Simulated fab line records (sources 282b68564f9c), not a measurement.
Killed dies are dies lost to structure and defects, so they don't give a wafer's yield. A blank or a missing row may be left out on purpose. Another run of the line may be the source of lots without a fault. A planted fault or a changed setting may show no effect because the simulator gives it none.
Problem report in the 8D (eight disciplines) form, filled by code	flow rit_cmos	the parts of the form that need people (team, actions taken, sign-off) are left out

## 1. PROBLEM STATEMENT
Wafers free of any fault read 954 (standard deviation 15) for PWELL_TW at RIT_PWELL_TW_MEAS_10, against a mean of 1072 on 6 wafers of 2 lots. Relative to the usual mean, that is a shift of +7.8 standard deviations.
Seen first at day 5 17:26 on film_metro-01, wafer L457.2. Wafers with a number at this step in the record: 42, from 14 lots. Rule for "out", or "out of limits": more than 4 standard deviations from the usual mean. Any other wafer with a number is counted as sound.

## 2. WHAT IT IS AND WHAT IT IS NOT
question	is	is not
which readings at this step	PWELL_TW	-
which lots	L457, L459	L439, L440, L442, L443, L444, L445, L446, L447, L449, L452, L460, L461
which wafers of those lots	all that have a number	-
read on which gauges	film_metro-01, film_metro-04	film_metro-03
when	from day 5 17:26	up to then (30 sound wafers); but 6 sound wafers of L460, L461 came after

## 3. SUSPECTS, AND WHAT RULES EACH OUT
Counting: any tool at a process step up to the reading is kept as a suspect provided that every lot that is out went through it and no sound lot did after the first of them.
- the gauge at RIT_PWELL_TW_MEAS_10 has been ruled out. The wafers that are out were read on 2 gauges (film_metro-01, film_metro-04).
- implanter-04 at RIT_PWELL_IMPLANT_08: kept. It ran every lot that is out, first L457 (day 5 17:07), and no sound lot after that; its last sound lot up to then is L446 (day 3 10:08). Its own dose_ions_cm2, faraday_current_uA readings are out on those wafers.
Remaining after the count: implanter-04 at RIT_PWELL_IMPLANT_08.

## 4. THE CAUSE (what the simulator had put in)
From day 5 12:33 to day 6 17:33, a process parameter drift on implanter-04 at RIT_PWELL_IMPLANT_08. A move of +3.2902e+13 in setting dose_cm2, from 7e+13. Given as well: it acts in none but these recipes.
The count eliminated every tool but this one.

## 5. SEQUENCE OF EFFECTS, ordered by route
Rows list readings where the struck wafers' mean (over those with a number) sits beyond 3 standard deviations from the usual. Readings are gone through only where the record gives a usual standard deviation; hours: the median, over the lots, of the time from a lot's start at the first step in this table giving one to that lot's start at this step; sigmas: the change measured in usual standard deviations.
hours	step	reading	usual	on struck wafers	change	sigmas
0	RIT_PWELL_IMPLANT_08	dose_ions_cm2	7e+13	1e+14	+3e+13	+99 or more
0	RIT_PWELL_IMPLANT_08	faraday_current_uA	223	325	+102	+22
0	RIT_PWELL_TW_MEAS_10	PWELL_TW	954	1072	+118	+7.8
8	RIT_WELLDRIVE_RS_MEAS_02	PWELL_RS	429.3 ohm/sq	338.4	-90.9	-83
It contains these process steps:
- RIT_PWELL_IMPLANT_08

## 6. WHAT WOULD HAVE CAUGHT IT SOONER
The first out-of-limits reading at a measuring or inspecting step in this record came at day 5 17:26, 5 hours after the fault's start at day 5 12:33.
At RIT_PWELL_IMPLANT_08, the tool's own readings (dose_ions_cm2, faraday_current_uA) were out on each struck wafer the step has a row for, so an alarm limit on them would have fired on the first such wafer.
Among the 2 lots that are out, L459 began RIT_PWELL_IMPLANT_08 on implanter-04 after day 5 17:26. Putting the tool on hold at that point would have spared it.
